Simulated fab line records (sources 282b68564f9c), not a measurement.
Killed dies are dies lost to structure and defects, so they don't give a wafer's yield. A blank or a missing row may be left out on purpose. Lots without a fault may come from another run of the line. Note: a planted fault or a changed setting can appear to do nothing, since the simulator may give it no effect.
8D (eight disciplines) problem report, filled in by code / flow rit-cmos / the parts of the form that need people (team, actions taken, sign-off) are left out

1. WHAT WENT WRONG
RIT_GATE_ETCH_19, run-length-s: mean 152.9 s over 1 wafer from 1 lot; wafers with no fault: 193.2 s, standard deviation 0.44. Relative to the usual mean, that is a shift of -92 standard deviations.
The step: etches poly-Si in SF6/CHF3/O2, stops on SiO2, time 165 s, target depth 312.5 nm.
The first sign was on wafer L432.3 at day 4 12:15, on rie-si-02. The record has a number at this step for 39 wafers belonging to 13 lots. Rule for "out" (also "out of limits"): further than 4 standard deviations from the usual mean. The rest of the wafers with a number are treated as sound.

2. WHAT IT IS, WHAT IT ISN'T
question=which readings at this step | is=run-length-s, oes-product-au | is not=O2_flow_sccm, drypump-motor-current-A, throttle-valve-pct
question=which lots | is=L432 | is not=L424, L425, L426, L427, L429, L430, L437, L439, L441, L443, L445, L446
question=which wafers of those lots | is=L432.3 | is not=L432.4, L432.6
question=read on which tools | is=rie-si-02 | is not=rie-si-01
question=when | is=from day 4 12:15 | is not=up to then (20 sound wafers); but 18 sound wafers of L437, L439, L441, L443, L445, L446 came after

3. THE SUSPECTS, EACH WITH WHAT RULES IT OUT
Counting: a tool at a process step up to the reading stays a suspect if it ran every lot that is out. Sound lots after the first of them don't rule it out here, since some wafers of a struck lot are sound.
- rie-si-02 at RIT_GATE_ETCH_19 (etches poly-Si in SF6/CHF3/O2, stops on SiO2, time 165 s, target depth 312.5 nm): kept. L432, the lot that is out, went through it at day 4 12:15; up to then, the latest sound lot through it was L430 at day 4 05:19. On those wafers its own readings are out: oes-product-au, run-length-s.
- rie-si-02, RIT_GATE_ETCH_19: wafers that are out in chamber 0, sound lot-mates in chambers 2, 3.
Remaining after the count: rie-si-02 at RIT_GATE_ETCH_19.

4. THE CAUSE (what the simulator had put in)
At RIT_GATE_ETCH_19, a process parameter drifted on rie-si-02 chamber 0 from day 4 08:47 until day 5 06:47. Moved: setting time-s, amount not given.
Counting left only this tool.

5. THE CHAIN OF EFFECTS, in route order
Each row: a reading whose mean over the struck wafers that have a number lies more than 3 standard deviations from the usual. Only readings for which the record gives a usual standard deviation are gone through. hours: the time from each lot's start at the first step in this table that gives one to its start at this step, as a median over the lots. sigmas: the change in usual standard deviations.
hours=0; step=RIT_GATE_ETCH_19; reading=oes-product-au; usual=0.850 a.u.; on struck wafers=1.024; change=+0.174; sigmas=+13
hours=0; step=RIT_GATE_ETCH_19; reading=run-length-s; usual=193.2 s; on struck wafers=152.9; change=-40.3; sigmas=-92
Process steps it contains:
- RIT_GATE_ETCH_19: etches poly-Si in SF6/CHF3/O2, stops on SiO2, time 165 s, target depth 312.5 nm.

6. HOW IT WOULD HAVE BEEN CAUGHT EARLIER
In this record the first reading out of limits was taken at day 4 12:15, 3 hours after the fault began at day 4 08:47.
